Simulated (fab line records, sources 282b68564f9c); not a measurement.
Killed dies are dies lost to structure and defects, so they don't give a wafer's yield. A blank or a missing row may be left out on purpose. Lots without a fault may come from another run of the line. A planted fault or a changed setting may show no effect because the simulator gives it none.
Tool commonality check | flow rit_cmos | 12 lots, 36 wafers sampled

WHY IT WAS OPENED
At RIT_FOX1_THK_MEAS_01 the reading FOX1_OXIDE_THK is flagged on 2 of 12 lots. Wafers without a fault read 352 nm, standard deviation 5.6.
Rule: a lot is flagged when every wafer of it that has a number lies more than 4 standard deviations from that mean, or none has a number. The other lots count as sound.

lot  | measured    | on            | FOX1_OXIDE_THK (nm), wafer by wafer | flag
L694 | day 1 17:19 | film_metro-01 | 358 358 355                         |
L695 | day 1 23:22 | film_metro-01 | 352 351 349                         |
L699 | day 2 18:47 | film_metro-02 | 361 357 363                         |
L703 | day 3 14:44 | film_metro-03 | 231 230 230                         | FLAGGED
L705 | day 4 00:27 | film_metro-02 | 236 241 240                         | FLAGGED
L706 | day 4 04:50 | film_metro-03 | 350 352 350                         |
L707 | day 4 09:50 | film_metro-02 | 346 339 342                         |
L708 | day 4 14:58 | film_metro-01 | 345 343 347                         |
L711 | day 5 05:49 | film_metro-02 | 360 356 354                         |
L713 | day 5 16:39 | film_metro-01 | 353 351 348                         |
L714 | day 5 20:50 | film_metro-02 | 360 361 361                         |
L716 | day 6 06:50 | film_metro-01 | 355 352 354                         |
The numbers of the flagged lots are 235 nm on average: -117 nm against the usual, or -21 standard deviations.

WHICH TOOL RAN EACH LOT
The record holds 1 process step before the reading, out of a route of 202 steps. In each cell: the tool, then ch and the chambers that the sampled wafers went through, then the start.
lot  | flag    | RIT_FOX1_OXIDATION_00
L694 |         | furnace-03 ch 0, day 1 16:01
L695 |         | furnace-04 ch 0, day 1 22:03
L699 |         | furnace-04 ch 0, day 2 17:28
L703 | FLAGGED | furnace-01 ch 0, day 3 13:26
L705 | FLAGGED | furnace-01 ch 0, day 3 23:08
L706 |         | furnace-04 ch 0, day 4 03:31
L707 |         | furnace-04 ch 0, day 4 08:31
L708 |         | furnace-04 ch 0, day 4 13:39
L711 |         | furnace-04 ch 0, day 5 04:30
L713 |         | furnace-03 ch 0, day 5 15:20
L714 |         | furnace-04 ch 0, day 5 19:31
L716 |         | furnace-03 ch 0, day 6 05:31
What these steps do:
- RIT_FOX1_OXIDATION_00: target thk 350.7 nm, ox time 1130 s.
- RIT_FOX1_THK_MEAS_01

FLAGGED OVER TOTAL, TOOL BY TOOL (the gauges that took the reading come last)
step                  | tool          | lots run | flagged | share of the flagged lots | sound lots run after its first flagged lot
RIT_FOX1_OXIDATION_00 | furnace-01    | 2        | 2       | all                       | 0
RIT_FOX1_OXIDATION_00 | furnace-03    | 3        | 0       | none                      | -
RIT_FOX1_OXIDATION_00 | furnace-04    | 7        | 0       | none                      | -
RIT_FOX1_THK_MEAS_01  | film_metro-01 | 5        | 0       | none                      | -
RIT_FOX1_THK_MEAS_01  | film_metro-02 | 5        | 1       | some                      | 3 (L707,L711,L714)
RIT_FOX1_THK_MEAS_01  | film_metro-03 | 2        | 1       | some                      | 1 (L706)

WHAT THE TABLE ALLOWS
1 row of the table ran every flagged lot: furnace-01 at RIT_FOX1_OXIDATION_00.
- furnace-01 at RIT_FOX1_OXIDATION_00: 2 of its 2 lots flagged. It ran no sound lot before its first flagged lot in this sample, so the start can't be narrowed down.
One tool is left: furnace-01 at RIT_FOX1_OXIDATION_00.

WHAT THE SIMULATOR HAD PUT IN
Process parameter drift: furnace-01, from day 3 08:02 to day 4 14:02, at RIT_FOX1_OXIDATION_00. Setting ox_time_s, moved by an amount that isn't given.
Lots struck among those shown: L703, L705. The rule above found the same.
